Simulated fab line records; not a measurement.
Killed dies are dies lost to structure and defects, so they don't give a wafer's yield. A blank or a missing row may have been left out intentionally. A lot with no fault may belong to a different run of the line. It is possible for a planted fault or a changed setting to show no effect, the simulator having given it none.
Which tool was responsible? | flow rit_cmos | 13 lots with 39 wafers sampled at 2 steps, on a route of 202 steps

WHAT THE GAUGES SHOWED, per wafer
RIT_M1_CD_MEAS_90: the cd target is 2600 nm. Usual: cd_nm at 2598.6 nm, with a standard deviation of 2.6.
lot  | measured    | on        | cd_nm (nm)           | flag
L126 | day 3 14:45 | cd_sem-01 | 2598.6 2600.1 2598.6 |
L127 | day 4 02:43 | cd_sem-02 | 2599.8 2599.6 2597.7 |
L128 | day 4 02:59 | cd_sem-02 | 2596.4 2598.9 2597.2 |
L129 | day 4 12:10 | cd_sem-02 | 2596.6 2597.3 2596.3 |
L130 | day 4 16:54 | cd_sem-02 | 2593.2 2596.4 2596.5 |
L131 | day 4 21:52 | cd_sem-02 | 2597.6 2599.8 2599.4 |
L135 | day 5 17:35 | cd_sem-02 | 2600.9 2601.4 2599.5 |
L140 | day 6 10:50 | cd_sem-01 | 2597.9 2590.1 2598.4 |
L142 | day 7 00:20 | cd_sem-01 | 2593.8 2594.1 2596.8 |
L144 | day 7 05:43 | cd_sem-01 | 2604.0 2604.0 2602.2 |
L146 | day 7 17:30 | cd_sem-02 | 2595.4 2595.5 2596.5 |
L147 | day 8 01:44 | cd_sem-02 | 2601.2 2602.1 2601.1 |
L149 | day 8 12:03 | cd_sem-01 | 2600.8 2601.6 2599.3 |

WHICH TOOL RAN EACH LOT (tool, then ch and the chambers of the sampled wafers, then the start)
lot  | RIT_M1_METAL_ETCH_12
L126 | rie_metal-02 ch 0,1, day 3 14:14
L127 | rie_metal-03 ch 1, day 4 02:08
L128 | rie_metal-01 ch 0,1, day 4 02:29
L129 | rie_metal-02 ch 0,1, day 4 11:39
L130 | rie_metal-03 ch 0,1, day 4 16:22
L131 | rie_metal-01 ch 0,1, day 4 21:20
L135 | rie_metal-02 ch 0, day 5 16:59
L140 | rie_metal-03 ch 0,1, day 6 10:19
L142 | rie_metal-01 ch 0,1, day 6 23:47
L144 | rie_metal-01 ch 0,1, day 7 05:11
L146 | rie_metal-01 ch 0,1, day 7 16:59
L147 | rie_metal-02 ch 0,1, day 8 01:14
L149 | rie_metal-01 ch 0,1, day 8 11:32
- RIT_M1_METAL_ETCH_12: etches Al in Cl2/BCl3, stops on SiO2, time 165 s, target depth 600 nm.

AS READ BY THE TOOLS THEMSELVES (means over the sampled wafers that have a number; for cases with no such wafer, the mark the record gives instead)
RIT_M1_METAL_ETCH_12. Usual: bcl3_flow_sccm 50.00 sccm, standard deviation 0.15; drypump_motor_current_A 5.3 A, standard deviation 0.34; oes_product_au 0.796 a.u., standard deviation 0.011; throttle_valve_pct 8.28 %, standard deviation 0.1.
lot  | tool         | bcl3_flow_sccm (sccm) | drypump_motor_current_A (A) | oes_product_au (a.u.) | throttle_valve_pct (%) | flag
L126 | rie_metal-02 | 50.02                 | 5.3                         | 0.787                 | 8.31                   |
L127 | rie_metal-03 | 50.06                 | 4.9                         | 0.802                 | 8.22                   |
L128 | rie_metal-01 | 50.04                 | 5.7                         | 0.788                 | 8.26                   |
L129 | rie_metal-02 | 49.84                 | 5.3                         | 0.794                 | 8.29                   |
L130 | rie_metal-03 | 49.96                 | 5.1                         | 0.804                 | 8.27                   |
L131 | rie_metal-01 | 50.03                 | 5.5                         | 0.792                 | 8.31                   |
L135 | rie_metal-02 | 50.13                 | 5.5                         | 0.799                 | 8.39                   |
L140 | rie_metal-03 | 49.82                 | 5.1                         | 0.806                 | 8.28                   |
L142 | rie_metal-01 | 49.98                 | 5.6                         | 0.790                 | 8.25                   |
L144 | rie_metal-01 | 49.90                 | 5.7                         | 0.787                 | 8.25                   |
L146 | rie_metal-01 | 49.95                 | 5.7                         | 0.788                 | 8.24                   |
L147 | rie_metal-02 | 49.98                 | 5.3                         | 0.794                 | 8.28                   |
L149 | rie_metal-01 | 50.14                 | 5.5                         | 0.787                 | 8.31                   |

THE ANSWER, worked out from the rows above alone
Rule: lot off if the mean of its wafers having a number is beyond 3 standard deviations from the usual mean. A lot without any number at a reading at which 4 lots or more have one is off too. Where the step has rows for the other lots, those lots are counted as sound. After the gauges, taken in route order, come the tools' own readings; for these a lot's mean is taken, as printed above. The first step at which some lot is off is used, and at that step the reading that is off furthest; a lot without a number counts as furthest.
Nothing can be told from this: no lot is off at any reading shown.

WHAT WAS PUT IN BY THE SIMULATOR
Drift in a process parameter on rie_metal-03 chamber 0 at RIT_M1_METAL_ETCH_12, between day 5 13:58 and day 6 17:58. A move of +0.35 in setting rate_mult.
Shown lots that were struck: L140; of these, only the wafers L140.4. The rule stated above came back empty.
